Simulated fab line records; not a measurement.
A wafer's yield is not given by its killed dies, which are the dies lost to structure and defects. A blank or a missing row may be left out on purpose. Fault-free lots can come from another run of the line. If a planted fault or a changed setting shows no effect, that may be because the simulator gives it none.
Struck lot and sound lot, side by side | flow ritCmos | 18 out of 202 route steps
Sound: the wafers L424.3, L424.4, L424.6. The struck wafers were L413.3, L413.5, L413.6. At the end, the cause is stated.
Order at every step that has rows: each side's tool, ch and its chambers, its first start. Under that, the readings that differ: sound wafers | struck wafers | difference of the means | sigmas: that difference in standard deviations of wafers without a fault.
alike: readings whose means differ by less than 2 such deviations, and words and numbers that are the same on both sides. not compared: withheld readings, readings that some wafer has no value for, bounds like >300 that may hide the same value, and numbers for which the record gives no deviation and whose values overlap.
The two part at a step that has a row with sigmas, a row that says differs or no value, or rows on one side only. When numbers do not overlap yet have no deviation, they are printed without sigmas and do not part them. Lack of a reading on every wafer of one side parts them only where that side has two or more wafers.

RIT_M1_SPUTTER_00: material Al, target thk 400 nm, time 500 s.
  sound on pvdSputter-03 at day 6 18:43; struck on pvdSputter-02 at day 4 06:43
reading              | sound          | struck         | difference | sigmas
throttleValvePct (%) | 29.8 28.0 28.1 | 31.6 30.4 31.8 | +2.6       | +2
RIT_M1_RS_MEAS_01: uses a four-point probe to measure.
  sound on filmMetro-02 at day 6 19:03; struck on filmMetro-03 at day 4 07:02
  alike: M1_AL_RS
RIT_M1_THK_MEAS_02: measures by xrf.
  sound on filmMetro-02 at day 6 19:09; struck on filmMetro-03 at day 4 07:08
  alike: M1_AL_THK
then, 6 steps without rows for these wafers: RIT_M1_HMDS_03 (prime time 60 s); RIT_M1_COAT_04 (resist thk 1300 nm); RIT_M1_SOFTBAKE_05 (time 60 s); RIT_M1_EXPOSE_06 (exposes mask M12, target cd 2600 nm); RIT_M1_PEB_07; RIT_M1_DEVELOP_08 (develop time 68 s).
RIT_M1_CD_MEAS_09 targets a cd of 2600 nm.
  sound on cdSem-02 at day 6 20:16; struck on cdSem-02 at day 4 08:06
  alike: cdNm
RIT_M1_OVL_MEAS_10:
  sound on overlay-02 at day 6 20:22; struck on overlay-02 at day 4 08:12
  alike: M1_OVL
then, 1 step without rows for these wafers: RIT_M1_HARDBAKE_11 (time 120 s).
RIT_M1_METAL_ETCH_12: etches Al in Cl2/BCl3, stops on SiO2, time 165 s, target depth 600 nm.
  sound on rieMetal-02 ch 0,1, day 6 20:41; struck on rieMetal-01 ch 0,1, day 4 08:31
  no value came back on the struck wafers for any of 5 readings (bcl3FlowSccm (sccm), chamberPressureMTorr (mTorr) and others); on the sound wafers bcl3FlowSccm (sccm) reads 49.80 49.91 49.84
reading                                 | sound             | struck            | difference | sigmas
model.NOVOLAK_of_M1_COAT_04.thkNm (nm)  | 806.1 787.9 810.6 | 1138 1135 1136    | +335       | 
model.SiO2_of_CONTACT_CVD_00.thkNm (nm) | 351.9 355 367.6   | 382.5 401.6 398.1 | +35.9      | 
  not compared: rfHoursCounterH
then, 1 step without rows for these wafers: RIT_M1_STRIP_13 (strips in nmp, time 600 s).
RIT_M1_STRIP_14: strips in O2, time 180 s.
  sound on plasmaAsher-01 ch 0,1, day 6 21:02; struck on plasmaAsher-03 ch 0,1, day 4 08:53
  alike: drypumpMotorCurrentA, rfReflPowerW
  not compared: rfHoursCounterH
RIT_M1_CD_MEAS_90 targets a cd of 2600 nm.
  sound on cdSem-02 at day 6 21:11; struck on cdSem-02 at day 4 09:02
reading   | sound          | struck | difference                    | sigmas
cdNm (nm) | 2600 2595 2601 | - - -  | no value on the struck wafers | 
then, 1 step without rows for these wafers: RIT_M1_ANNEAL_15 (time 1800 s).
RIT_M1_PROBE_99:
  sound on prober-02 at day 6 22:59; struck on prober-01 at day 4 11:46
reading                 | sound          | struck         | difference | sigmas
defectLimitedYield (%)  | 97.7 96.6 95.8 | 0 0 0          | -97        | -81
killed_at_M0_to_M3      | 0 0 0          | 253 261 258    | +257       | +99 or more
killedDies              | 6 9 11         | 264 264 264    | +255       | +82
killedOnRim             | 1 1 6          | 70 70 70       | +67        | +45
sort_bin_5_function (%) | 1.1 1.5 3.0    | 97.7 99.2 99.6 | +97.0      | +99 or more
sortNPass               | 258 255 253    | 0 0 0          | -255       | -82
sortYieldPct (%)        | 97.7 96.6 95.8 | 0 0 0          | -97        | -81
  alike: killedAtContacts, killedAtFrontEnd, killedOpen, killedShort, sort_bin_3_pad_short, sort_bin_6_memory

## WHERE THEY PART
First at RIT_M1_SPUTTER_00; last, within this record, at RIT_M1_PROBE_99.

WHY: what the simulator had put in
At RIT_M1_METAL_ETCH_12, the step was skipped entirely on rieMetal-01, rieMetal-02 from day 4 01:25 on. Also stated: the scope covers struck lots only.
